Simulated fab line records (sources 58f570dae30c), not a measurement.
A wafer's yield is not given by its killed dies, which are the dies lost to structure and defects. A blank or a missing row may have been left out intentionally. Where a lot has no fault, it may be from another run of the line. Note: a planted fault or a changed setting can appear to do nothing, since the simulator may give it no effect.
Which tool was responsible? / flow berkeley_cmos170 / 33 wafers from 11 lots sampled at 2 of the route's 331 steps

## WHAT EACH GAUGE READ, for each wafer
UCB170_V2_THK_MEAS_04.
lot=L690; measured=day 7 20:28; on=film_metro-02; V2_POLISHED_THK (nm)=999.9 1000.6 1000.2
lot=L689; measured=day 7 21:11; on=film_metro-01; V2_POLISHED_THK (nm)=1000.6 1000.4 1001.4
lot=L692; measured=day 8 01:13; on=film_metro-02; V2_POLISHED_THK (nm)=1000.6 999.8 1000.8
lot=L691; measured=day 8 01:36; on=film_metro-04; V2_POLISHED_THK (nm)=1001.8 1000.9 999.4
lot=L702; measured=day 10 13:31; on=film_metro-04; V2_POLISHED_THK (nm)=1335.9 1000.2 1002.2
lot=L704; measured=day 11 03:50; on=film_metro-02; V2_POLISHED_THK (nm)=999.6 1000.2 998.7
lot=L706; measured=day 11 06:41; on=film_metro-02; V2_POLISHED_THK (nm)=1000.4 999.6 1001.0
lot=L707; measured=day 11 20:07; on=film_metro-01; V2_POLISHED_THK (nm)=999.2 1000.2 999.1
lot=L708; measured=day 12 02:56; on=film_metro-02; V2_POLISHED_THK (nm)=1000.2 1001.7 1001.4
lot=L709; measured=day 12 03:22; on=film_metro-04; V2_POLISHED_THK (nm)=1001.3 1001.4 1000.7
lot=L712; measured=day 13 06:25; on=film_metro-01; V2_POLISHED_THK (nm)=999.2 998.0 1002.1

## WHICH TOOL RAN EACH LOT (tool, then ch and the chambers of the sampled wafers, then the start)
lot=L690; UCB170_V2_CMP_02=cmp-02 ch 0,1, day 7 20:02
lot=L689; UCB170_V2_CMP_02=cmp-01 ch 0,1,2, day 7 20:51
lot=L692; UCB170_V2_CMP_02=cmp-02 ch 1,2,3, day 8 00:51
lot=L691; UCB170_V2_CMP_02=cmp-01 ch 0,1,2, day 8 01:16
lot=L702; UCB170_V2_CMP_02=cmp-01 ch 0,1,2, day 10 13:11
lot=L704; UCB170_V2_CMP_02=cmp-02 ch 0,1,3, day 11 03:25
lot=L706; UCB170_V2_CMP_02=cmp-02 ch 0,1,2, day 11 06:22
lot=L707; UCB170_V2_CMP_02=cmp-02 ch 0,1,3, day 11 19:41
lot=L708; UCB170_V2_CMP_02=cmp-02 ch 1,2,3, day 12 02:34
lot=L709; UCB170_V2_CMP_02=cmp-02 ch 1,2, day 12 02:55
lot=L712; UCB170_V2_CMP_02=cmp-01 ch 0,2,3, day 13 06:05
- UCB170_V2_CMP_02: polishes SiO2.

## THE ANSWER, worked out from the rows above alone
Rule: what is usual is taken from the lots themselves. The widest of any qualifying gaps counts: lots, ordered by their means at a reading, are off when they make up no more than a third of the lots, leave a main group of 4 or more, and stand apart from it by 3 or more times the standard deviation of that group's means. The tables above print the reading to a certain number of digits; a main group whose means all agree to those digits is not used. A lot without any number at a reading at which 4 lots or more have one is off too. All remaining lots with rows at the step are treated as sound.
Off: at UCB170_V2_THK_MEAS_04 (V2_POLISHED_THK), L702. Mean 1000.3 nm and standard deviation 0.57 in the main group.
A tool fits if, at a process step before that reading, it ran every lot that is off, and no sound lot after the first of them. Those tools and the gauges at UCB170_V2_THK_MEAS_04 are tried in the same way. No candidate that was tried fits.

## WHAT HAD BEEN PUT IN BY THE SIMULATOR
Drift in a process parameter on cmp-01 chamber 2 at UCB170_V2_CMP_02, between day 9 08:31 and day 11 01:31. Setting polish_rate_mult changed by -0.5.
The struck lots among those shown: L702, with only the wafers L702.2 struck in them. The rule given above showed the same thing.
